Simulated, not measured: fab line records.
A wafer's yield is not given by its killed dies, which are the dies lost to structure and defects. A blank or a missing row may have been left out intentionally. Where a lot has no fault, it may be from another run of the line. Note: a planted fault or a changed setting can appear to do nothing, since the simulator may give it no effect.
A struck lot beside a sound one :: flow berkeley-cmos170 :: 15 steps out of a route of 331
Sound: wafers L150.2, L150.3, L150.5. Wafers struck: L161.1, L161.2, L161.5. The cause is named last.
At each step with rows: each side's tool, then ch and its chambers, then its first start. Under that, the readings that differ: sound wafers :: struck wafers :: difference of the means :: sigmas: that difference in standard deviations of wafers without a fault.
alike: same words and numbers on both sides, and readings whose means sit less than 2 such deviations apart. not compared: any withheld reading, any reading some wafer has no value for, any bound like >300 that may hide the same value, and any number with overlapping values for which the record gives no deviation.
Wherever a step has rows on one side only, a row that says differs or no value, or a row with sigmas, the two part there. Numbers that have no deviation but don't overlap get no sigmas and don't part them. Lack of a reading on every wafer of one side parts them only where that side has two or more wafers.

UCB170_PVT_STRIP_08: strips in O2.
  sound on plasma-asher-03 ch 0,1, day 8 03:58; struck on plasma-asher-01 ch 0,1, day 10 10:15
  alike: drypump-motor-current-A, oes-product-au, strip-time-to-endpoint-s
  not compared: rf-hours-counter-h
UCB170_PVT_TW_MEAS_09:
  sound: film-metro-04 at day 8 04:05; struck: film-metro-03 at day 10 10:24
  alike: PVT_TW
then, 1 step without rows for these wafers: UCB170_GATE_WET_ETCH_00 (etches SiO2 in dHF, time 200 s).
UCB170_FIELD_THK_MEAS_91:
  sound: film-metro-01 at day 8 04:12; struck: film-metro-03 at day 10 10:32
  alike: FIELD_OXIDE_LEFT_2_THK
then, 1 step without rows for these wafers: UCB170_GATE_OXIDATION_01 (target thk 6.6 nm, ox time 1800 s).
UCB170_GATE_THK_MEAS_02:
  sound: film-metro-02 at day 8 07:49; struck: film-metro-04 at day 10 16:22
  alike: GATE_OXIDE_THK
then, 2 steps without rows for these wafers: UCB170_GATE_ANNEAL_03 (time 1800 s); UCB170_GATE_CVD_04 (deposits poly-Si from SiH4, time 1440 s, target thk 214 nm).
UCB170_GATE_THK_MEAS_05:
  sound: film-metro-03 at day 8 16:17; struck: film-metro-02 at day 11 00:39
  alike: GATE_POLY_THK
then, 2 steps without rows for these wafers: UCB170_GATE_COAT_06; UCB170_GATE_COAT_07 (resist thk 900 nm).
UCB170_GATE_SOFTBAKE_08: time 62.48 s.
  sound: litho-track-01 ch 0; struck: litho-track-02 ch 0
  alike: chill-plate-temp-C, exhaust-pa, plate-sensor-t-centre-C, plate-sensor-t-edge-C
UCB170_GATE_EXPOSE_09: exposes mask POLY, target cd 350 nm.
  sound on krf-scanner-01 ch 0, day 8 17:11; struck on krf-scanner-01 ch 0, day 11 01:43
reading: exposure-dose-mJ-cm2
sound: 20.952 20.926 20.918
struck: 20.788 20.777 20.770
difference: -0.154
sigmas: -7
  alike: mask
following that, these wafers have no rows for 1 step: UCB170_GATE_PEB_10.
UCB170_M3_PROBE_99:
  the record holds rows for the sound wafers here (prober-02, day 10 10:29) but none for the struck ones

== WHERE THEY PART ==
Last at UCB170_M3_PROBE_99 as far as this record goes, first at UCB170_GATE_EXPOSE_09.

WHY: the cause the simulator had injected
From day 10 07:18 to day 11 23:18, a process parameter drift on krf-scanner-01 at UCB170_GATE_EXPOSE_09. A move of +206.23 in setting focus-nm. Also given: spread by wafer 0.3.
